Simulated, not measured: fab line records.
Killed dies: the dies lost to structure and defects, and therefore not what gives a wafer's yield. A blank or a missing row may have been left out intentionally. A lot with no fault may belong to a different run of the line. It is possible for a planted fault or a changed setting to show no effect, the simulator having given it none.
The tool behind it: which one?	flow berkeleyCmos170	12 lots with 36 wafers sampled at 5 steps, on a route of 331 steps

WHAT THE GAUGES READ, wafer by wafer
UCB170_GATE_THK_MEAS_05.
lot	measured	on	GATE_POLY_THK (nm)
L253	day 6 11:52	filmMetro-02	215.2 214.2 214.3
L254	day 6 11:56	filmMetro-01	215.2 218.1 217.1
L255	day 6 11:53	filmMetro-04	213.4 214.4 212.8
L256	day 6 11:52	filmMetro-01	214.7 213.7 213.6
L257	day 7 09:31	filmMetro-02	260.9 261.5 260.8 260.8 261.6 261.1
L258	day 7 09:29	filmMetro-01	263.1 261.0 262.2 263.5 260.9 262.0
L270	day 9 13:19	filmMetro-04	214.3 215.8 214.8
L271	day 9 13:20	filmMetro-02	211.6 212.0 212.7
L272	day 9 13:19	filmMetro-01	214.2 211.9 213.3
L274	day 10 15:06	filmMetro-04	216.4 213.9 212.8
L275	day 10 15:05	filmMetro-02	216.9 216.9 215.4
L276	day 11 06:36	filmMetro-01	214.6 215.7 214.7

UCB170_NLDD_CD_MEAS_06 targets a cd of 1200 nm.
lot	measured	on	cdNm (nm)
L253	day 6 16:49	cdSem-01	1198.8 1199.7 1198.6
L254	day 6 17:28	cdSem-02	1202.6 1202.0 1200.6
L255	day 6 17:08	cdSem-02	1197.4 1197.6 1198.7
L256	day 6 16:34	cdSem-02	1198.6 1198.3 1198.0
L257	day 7 21:26	cdSem-01	1198.0 1199.9 1199.4
L258	day 8 22:58	cdSem-02	1198.8 1199.7 1199.0
L270	day 9 19:27	cdSem-01	1198.8 1198.2 1197.9
L271	day 9 19:11	cdSem-02	1198.9 1200.6 1197.7
L272	day 9 18:36	cdSem-01	1199.6 1198.0 1199.1
L274	day 10 23:37	cdSem-01	1200.9 1200.9 1199.4
L275	day 10 23:59	cdSem-01	1200.8 1201.8 1201.2
L276	day 11 11:35	cdSem-01	1200.0 1199.1 1198.6

UCB170_PSD_OVL_MEAS_07.
lot	measured	on	PSD_OVL (nm)
L253	day 6 23:49	overlay-02	0 -1 2
L254	day 7 00:16	overlay-02	-3 -9 -9
L255	day 7 00:00	overlay-02	6 -2 1
L256	day 6 23:33	overlay-01	-9 -11 -9
L257	day 8 02:29	overlay-01	1 -3 -10
L258	day 9 03:41	overlay-01	-6 0 -1
L270	day 10 01:53	overlay-02	-9 -5 -11
L271	day 10 02:35	overlay-01	-1 -4 3
L272	day 10 01:36	overlay-01	0 -2 -6
L274	day 11 05:46	overlay-01	12 8 2
L275	day 11 06:04	overlay-01	-5 -1 -6
L276	day 11 18:25	overlay-01	1 -7 -6

WHAT TOOL EACH LOT RAN ON (gives the tool, then ch and the chambers of the sampled wafers, and finally the start)
lot	UCB170_GATE_CVD_04	UCB170_GATE_ETCH_15
L253	lpcvd-02 ch 1, day 6 10:28	rieSi-01 ch 0,1, day 6 13:14
L254	lpcvd-02 ch 0, day 6 10:28	rieSi-01 ch 1,3, day 6 13:34
L255	lpcvd-02 ch 0, day 6 10:28	rieSi-02 ch 0,3, day 6 13:21
L256	lpcvd-02 ch 1, day 6 10:28	rieSi-02 ch 1,2,3, day 6 12:58
L257	lpcvd-02 ch 0, day 7 08:05	rieSi-01 ch 0,1,2, day 7 16:22
L258	lpcvd-02 ch 1, day 7 08:05	rieSi-02 ch 1,2,3, day 7 16:22
L270	lpcvd-01 ch 0, day 9 11:55	rieSi-01 ch 1,2, day 9 14:53
L271	lpcvd-01 ch 0, day 9 11:55	rieSi-02 ch 0,1,3, day 9 14:39
L272	lpcvd-01 ch 1, day 9 11:55	rieSi-01 ch 0,2,3, day 9 14:25
L274	lpcvd-01 ch 0, day 10 13:41	rieSi-01 ch 1,2, day 10 17:31
L275	lpcvd-01 ch 0, day 10 13:41	rieSi-02 ch 1,3, day 10 17:47
L276	lpcvd-01 ch 1, day 11 04:29	rieSi-02 ch 0,2,3, day 11 08:08
- UCB170_GATE_CVD_04: deposits poly-Si from SiH4, time 1440 s, target thk 214 nm.
- UCB170_GATE_ETCH_15: etches poly-Si in HBr/Cl2, stops on SiO2, time 56.3 s, target depth 278.2 nm.

AS READ BY THE TOOLS THEMSELVES (means over the sampled wafers that have a number; for cases with no such wafer, the mark the record gives instead)
UCB170_GATE_CVD_04.
lot	tool	pressureMtorr (mTorr)	spikeTcSourceC (C)
L253	lpcvd-02	376.1	628.8
L254	lpcvd-02	375.2	628.9
L255	lpcvd-02	375.5	629.2
L256	lpcvd-02	374.9	628.3
L257	lpcvd-02	562.3	629.6
L258	lpcvd-02	562.8	629.7
L270	lpcvd-01	375.2	629.0
L271	lpcvd-01	374.8	629.5
L272	lpcvd-01	374.8	629.6
L274	lpcvd-01	375.3	630.2
L275	lpcvd-01	375.0	629.0
L276	lpcvd-01	374.4	628.4

UCB170_GATE_ETCH_15.
lot	tool	HBr_flow_sccm (sccm)	drypumpMotorCurrentA (A)	oesProductAu (a.u.)	rfFwdPowerW (W)	throttleValvePct (%)
L253	rieSi-01	150.0	5.7	0.842	297.4	26.54
L254	rieSi-01	149.8	5.6	0.849	296.2	26.53
L255	rieSi-02	150.1	6.2	0.809	297.5	26.24
L256	rieSi-02	150.0	5.9	0.837	298.3	26.45
L257	rieSi-01	149.6	5.5	0.956	297.5	26.61
L258	rieSi-02	151.1	5.9	0.958	297.6	26.45
L270	rieSi-01	149.8	5.4	0.835	297.5	26.66
L271	rieSi-02	149.8	6.2	0.822	297.1	26.29
L272	rieSi-01	150.1	5.5	0.824	297.6	26.54
L274	rieSi-01	149.5	5.4	0.831	298.0	26.67
L275	rieSi-02	149.9	6.0	0.838	298.1	26.32
L276	rieSi-02	150.7	5.9	0.819	298.4	26.40

THE ANSWER, worked out from the rows above alone
Rule: the usual values come from the lots themselves. Put in order of their means at a reading, lots are off if they are a third of the lots or fewer, leave a main group of 4 or more, and stand apart from it by a gap of 3 or more times the standard deviation of the main group's means; of several such gaps the widest counts. A main group whose means are all the same, to the digits that the tables above print for the reading, isn't used. A lot without any number at a reading at which 4 lots or more have one is off too. Where the step has rows for the other lots, those lots are counted as sound. After the gauges, taken in route order, come the tools' own readings; for these a lot's mean is taken, as printed above. The first step at which some lot is off is used, and at that step the reading that is off furthest; a lot without a number counts as furthest.
Off: L257, L258, seen at UCB170_GATE_THK_MEAS_05 (GATE_POLY_THK). For the main group the mean is 214.5 nm and the standard deviation 1.3.
A tool fits if, at a process step before that reading, it ran every lot that is off, and no sound lot after the first of them. The gauges at UCB170_GATE_THK_MEAS_05 aren't tried: what is off there is off at UCB170_GATE_CVD_04 too, on other tools, and a gauge's error can't cause that. One candidate fits, namely lpcvd-02 at UCB170_GATE_CVD_04. A fault onset in the window from L253 (day 6 10:28, its last sound lot) to L257 (day 7 08:05, its first lot off) fits.
On the lots that are off, the tool's own readings at UCB170_GATE_CVD_04 differ by more than 5 times the standard deviation of the sound lots' means, which bears it out; pressureMtorr reads 562.5 mTorr there versus 375.1 mTorr on the sound lots.

WHAT THE SIMULATOR HAD PUT IN
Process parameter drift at UCB170_GATE_CVD_04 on lpcvd-02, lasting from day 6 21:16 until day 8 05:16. From 375, the setting pressureMtorr moved by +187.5. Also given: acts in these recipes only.
Lots struck among those shown: L258, L257. Same finding as the rule above.
